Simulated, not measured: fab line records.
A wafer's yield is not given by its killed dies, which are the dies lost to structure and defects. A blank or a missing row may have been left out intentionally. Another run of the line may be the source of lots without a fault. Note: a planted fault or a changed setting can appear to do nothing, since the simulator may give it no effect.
Which of the tools did it? / flow rit-cmos / 36 wafers from 12 lots sampled at 6 of the route's 202 steps

WHAT EACH GAUGE READ, for each wafer
RIT_FOX2_THK_MEAS_91.
lot=L401; measured=day 2 14:19; on=film-metro-02; FIELD_OXIDE_LEFT_2_THK (nm)=254 264 259
lot=L402; measured=day 2 19:11; on=film-metro-02; FIELD_OXIDE_LEFT_2_THK (nm)=259 252 252
lot=L404; measured=day 3 05:44; on=film-metro-01; FIELD_OXIDE_LEFT_2_THK (nm)=255 255 260
lot=L405; measured=day 3 12:51; on=film-metro-02; FIELD_OXIDE_LEFT_2_THK (nm)=258 264 255
lot=L407; measured=day 3 22:46; on=film-metro-02; FIELD_OXIDE_LEFT_2_THK (nm)=261 262 270
lot=L409; measured=day 4 08:59; on=film-metro-01; FIELD_OXIDE_LEFT_2_THK (nm)=248 256 250
lot=L413; measured=day 5 05:28; on=film-metro-02; FIELD_OXIDE_LEFT_2_THK (nm)=254 250 252
lot=L415; measured=day 5 14:02; on=film-metro-01; FIELD_OXIDE_LEFT_2_THK (nm)=250 250 252
lot=L417; measured=day 5 22:51; on=film-metro-01; FIELD_OXIDE_LEFT_2_THK (nm)=269 267 264
lot=L418; measured=day 6 05:22; on=film-metro-02; FIELD_OXIDE_LEFT_2_THK (nm)=269 276 272
lot=L420; measured=day 6 18:49; on=film-metro-02; FIELD_OXIDE_LEFT_2_THK (nm)=254 252 251
lot=L423; measured=day 7 06:43; on=film-metro-03; FIELD_OXIDE_LEFT_2_THK (nm)=246 244 243

RIT_PLDD_TW_MEAS_10.
lot=L401; measured=day 3 02:27; on=film-metro-01; PLDD_TW=2350 2363 2347
lot=L402; measured=day 3 10:20; on=film-metro-04; PLDD_TW=2382 2369 2380
lot=L404; measured=day 3 19:38; on=film-metro-04; PLDD_TW=2381 2371 2382
lot=L405; measured=day 4 01:18; on=film-metro-04; PLDD_TW=2355 2345 2367
lot=L407; measured=day 4 12:29; on=film-metro-01; PLDD_TW=2349 2358 2338
lot=L409; measured=day 4 22:58; on=film-metro-01; PLDD_TW=2342 2349 2350
lot=L413; measured=day 5 17:27; on=film-metro-03; PLDD_TW=2337 2330 2341
lot=L415; measured=day 6 06:53; on=film-metro-04; PLDD_TW=2378 2383 2373
lot=L417; measured=day 6 12:23; on=film-metro-01; PLDD_TW=2347 2342 2351
lot=L418; measured=day 6 18:53; on=film-metro-04; PLDD_TW=2384 2365 2362
lot=L420; measured=day 7 05:40; on=film-metro-03; PLDD_TW=2339 2341 2341
lot=L423; measured=day 8 06:04; on=film-metro-01; PLDD_TW=2338 2324 2359

RIT_M1_RS_MEAS_01: a four-point-probe measurement.
lot=L401; measured=day 3 13:17; on=film-metro-01; M1_AL_RS (ohm/sq)=0.0723 0.0735 0.0717
lot=L402; measured=day 3 19:57; on=film-metro-01; M1_AL_RS (ohm/sq)=0.0726 0.0734 0.0734
lot=L404; measured=day 4 05:17; on=film-metro-03; M1_AL_RS (ohm/sq)=0.0719 0.0718 0.0718
lot=L405; measured=day 4 10:58; on=film-metro-04; M1_AL_RS (ohm/sq)=0.0725 0.0729 0.0724
lot=L407; measured=day 4 23:19; on=film-metro-01; M1_AL_RS (ohm/sq)=0.0743 0.0748 0.0741
lot=L409; measured=day 5 09:07; on=film-metro-03; M1_AL_RS (ohm/sq)=0.0738 0.0748 0.0746
lot=L413; measured=day 6 06:02; on=film-metro-04; M1_AL_RS (ohm/sq)=0.0723 0.0730 0.0724
lot=L415; measured=day 6 16:22; on=film-metro-03; M1_AL_RS (ohm/sq)=0.0728 0.0404 0.0741
lot=L417; measured=day 6 21:55; on=film-metro-04; M1_AL_RS (ohm/sq)=0.0738 0.0732 0.0403
lot=L418; measured=day 7 04:37; on=film-metro-01; M1_AL_RS (ohm/sq)=0.0736 0.0736 0.0731
lot=L420; measured=day 7 15:18; on=film-metro-01; M1_AL_RS (ohm/sq)=0.0721 0.0726 0.0721
lot=L423; measured=day 8 15:25; on=film-metro-03; M1_AL_RS (ohm/sq)=0.0739 0.0728 0.0735

RIT_M1_THK_MEAS_02: measures by xrf.
lot=L401; measured=day 3 13:24; on=film-metro-01; M1_AL_THK (nm)=398 390 402
lot=L402; measured=day 3 20:02; on=film-metro-01; M1_AL_THK (nm)=397 394 391
lot=L404; measured=day 4 05:24; on=film-metro-03; M1_AL_THK (nm)=406 406 408
lot=L405; measured=day 4 11:03; on=film-metro-04; M1_AL_THK (nm)=404 402 405
lot=L407; measured=day 4 23:26; on=film-metro-01; M1_AL_THK (nm)=389 384 387
lot=L409; measured=day 5 09:13; on=film-metro-03; M1_AL_THK (nm)=394 391 392
lot=L413; measured=day 6 06:09; on=film-metro-04; M1_AL_THK (nm)=405 404 409
lot=L415; measured=day 6 16:29; on=film-metro-03; M1_AL_THK (nm)=399 716 394
lot=L417; measured=day 6 22:02; on=film-metro-04; M1_AL_THK (nm)=399 403 722
lot=L418; measured=day 7 04:44; on=film-metro-01; M1_AL_THK (nm)=394 394 396
lot=L420; measured=day 7 15:24; on=film-metro-01; M1_AL_THK (nm)=402 397 401
lot=L423; measured=day 8 15:32; on=film-metro-03; M1_AL_THK (nm)=395 399 397

WHAT TOOL EACH LOT RAN ON (gives the tool, then ch and the chambers of the sampled wafers, and finally the start)
lot=L401; RIT_CONTACT_ETCH_11=rie-diel-02 ch 1,2,3, day 3 12:08; RIT_M1_SPUTTER_00=pvd-sputter-04, day 3 12:59
lot=L402; RIT_CONTACT_ETCH_11=rie-diel-01 ch 0,3, day 3 18:46; RIT_M1_SPUTTER_00=pvd-sputter-02, day 3 19:36
lot=L404; RIT_CONTACT_ETCH_11=rie-diel-03 ch 0,3, day 4 04:08; RIT_M1_SPUTTER_00=pvd-sputter-03, day 4 04:59
lot=L405; RIT_CONTACT_ETCH_11=rie-diel-01 ch 0,2,3, day 4 09:45; RIT_M1_SPUTTER_00=pvd-sputter-02, day 4 10:36
lot=L407; RIT_CONTACT_ETCH_11=rie-diel-03 ch 1,2,3, day 4 22:10; RIT_M1_SPUTTER_00=pvd-sputter-02, day 4 23:01
lot=L409; RIT_CONTACT_ETCH_11=rie-diel-01 ch 1,3, day 5 07:56; RIT_M1_SPUTTER_00=pvd-sputter-02, day 5 08:47
lot=L413; RIT_CONTACT_ETCH_11=rie-diel-03 ch 1,2, day 6 04:52; RIT_M1_SPUTTER_00=pvd-sputter-02, day 6 05:44
lot=L415; RIT_CONTACT_ETCH_11=rie-diel-02 ch 0,2,3, day 6 15:14; RIT_M1_SPUTTER_00=pvd-sputter-02, day 6 16:04
lot=L417; RIT_CONTACT_ETCH_11=rie-diel-01 ch 0,1,3, day 6 20:47; RIT_M1_SPUTTER_00=pvd-sputter-02, day 6 21:38
lot=L418; RIT_CONTACT_ETCH_11=rie-diel-02 ch 0,1,2, day 7 03:29; RIT_M1_SPUTTER_00=pvd-sputter-04, day 7 04:19
lot=L420; RIT_CONTACT_ETCH_11=rie-diel-01 ch 0,1,2, day 7 14:06; RIT_M1_SPUTTER_00=pvd-sputter-03, day 7 14:58
lot=L423; RIT_CONTACT_ETCH_11=rie-diel-03 ch 0,1,3, day 8 14:17; RIT_M1_SPUTTER_00=pvd-sputter-04, day 8 15:07
- RIT_CONTACT_ETCH_11: etches SiO2 in CHF3/CF4/Ar, stops on TiSi2, target depth 480 nm, time 320 s.
- RIT_M1_SPUTTER_00: material Al, target thk 400 nm, time 500 s.

AS READ BY THE TOOLS THEMSELVES (means over the sampled wafers that have a number; for cases with no such wafer, the mark the record gives instead)
RIT_CONTACT_ETCH_11.
lot=L401; tool=rie-diel-02; drypump-motor-current-A (A)=6.1; oes-product-au (a.u.)=1.000; throttle-valve-pct (%)=8.71
lot=L402; tool=rie-diel-01; drypump-motor-current-A (A)=6.2; oes-product-au (a.u.)=0.977; throttle-valve-pct (%)=8.68
lot=L404; tool=rie-diel-03; drypump-motor-current-A (A)=5.9; oes-product-au (a.u.)=0.985; throttle-valve-pct (%)=8.74
lot=L405; tool=rie-diel-01; drypump-motor-current-A (A)=5.7; oes-product-au (a.u.)=0.976; throttle-valve-pct (%)=8.73
lot=L407; tool=rie-diel-03; drypump-motor-current-A (A)=5.9; oes-product-au (a.u.)=0.992; throttle-valve-pct (%)=8.75
lot=L409; tool=rie-diel-01; drypump-motor-current-A (A)=6.1; oes-product-au (a.u.)=0.991; throttle-valve-pct (%)=8.79
lot=L413; tool=rie-diel-03; drypump-motor-current-A (A)=5.9; oes-product-au (a.u.)=1.004; throttle-valve-pct (%)=8.84
lot=L415; tool=rie-diel-02; drypump-motor-current-A (A)=5.9; oes-product-au (a.u.)=0.995; throttle-valve-pct (%)=8.71
lot=L417; tool=rie-diel-01; drypump-motor-current-A (A)=6.1; oes-product-au (a.u.)=0.995; throttle-valve-pct (%)=8.75
lot=L418; tool=rie-diel-02; drypump-motor-current-A (A)=6.5; oes-product-au (a.u.)=1.000; throttle-valve-pct (%)=8.76
lot=L420; tool=rie-diel-01; drypump-motor-current-A (A)=5.5; oes-product-au (a.u.)=0.988; throttle-valve-pct (%)=8.69
lot=L423; tool=rie-diel-03; drypump-motor-current-A (A)=5.9; oes-product-au (a.u.)=0.992; throttle-valve-pct (%)=8.81

RIT_M1_SPUTTER_00.
lot=L401; tool=pvd-sputter-04; chamber-pressure-pa (Pa)=0.3994; throttle-valve-pct (%)=30.3
lot=L402; tool=pvd-sputter-02; chamber-pressure-pa (Pa)=0.4005; throttle-valve-pct (%)=30.7
lot=L404; tool=pvd-sputter-03; chamber-pressure-pa (Pa)=0.3999; throttle-valve-pct (%)=29.5
lot=L405; tool=pvd-sputter-02; chamber-pressure-pa (Pa)=0.4004; throttle-valve-pct (%)=31.2
lot=L407; tool=pvd-sputter-02; chamber-pressure-pa (Pa)=0.3997; throttle-valve-pct (%)=30.6
lot=L409; tool=pvd-sputter-02; chamber-pressure-pa (Pa)=0.4003; throttle-valve-pct (%)=30.6
lot=L413; tool=pvd-sputter-02; chamber-pressure-pa (Pa)=0.3998; throttle-valve-pct (%)=31.1
lot=L415; tool=pvd-sputter-02; chamber-pressure-pa (Pa)=0.3997; throttle-valve-pct (%)=30.3
lot=L417; tool=pvd-sputter-02; chamber-pressure-pa (Pa)=0.4000; throttle-valve-pct (%)=30.5
lot=L418; tool=pvd-sputter-04; chamber-pressure-pa (Pa)=0.4002; throttle-valve-pct (%)=30.4
lot=L420; tool=pvd-sputter-03; chamber-pressure-pa (Pa)=0.3998; throttle-valve-pct (%)=29.8
lot=L423; tool=pvd-sputter-04; chamber-pressure-pa (Pa)=0.3996; throttle-valve-pct (%)=30.0

THE ANSWER, worked out from the rows above alone
Rule: the lots themselves supply what counts as usual. The widest of any qualifying gaps counts: lots, ordered by their means at a reading, are off when they make up no more than a third of the lots, leave a main group of 4 or more, and stand apart from it by 3 or more times the standard deviation of that group's means. A main group whose means are all the same, to the digits that the tables above print for the reading, isn't used. Also off: a lot with no number at a reading for which 4 or more lots have one. All remaining lots with rows at the step are treated as sound. First the gauges in route order, then the tools' own readings, where a lot's mean is used as printed above. At the first step where some lot is off, the reading lying furthest off is the one used; lots without a number count as furthest.
Off: at RIT_M1_RS_MEAS_01 (M1_AL_RS), L415, L417. Main group: mean 0.0731 ohm/sq, sd 0.00082.
If a tool, at a process step before that reading, ran all the lots that are off and no sound lot after the first of them, it fits. Those tools and the gauges at RIT_M1_RS_MEAS_01 are tried in the same way. One fits: RIT_M1_SPUTTER_00 on pvd-sputter-02. Its last sound lot is L413 (day 6 05:44), its first lot that is off L415 (day 6 16:04): a fault that began between those two fits.

WHAT THE SIMULATOR HAD PUT IN
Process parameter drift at RIT_M1_SPUTTER_00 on pvd-sputter-02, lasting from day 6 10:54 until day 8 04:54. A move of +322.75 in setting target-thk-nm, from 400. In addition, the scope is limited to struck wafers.
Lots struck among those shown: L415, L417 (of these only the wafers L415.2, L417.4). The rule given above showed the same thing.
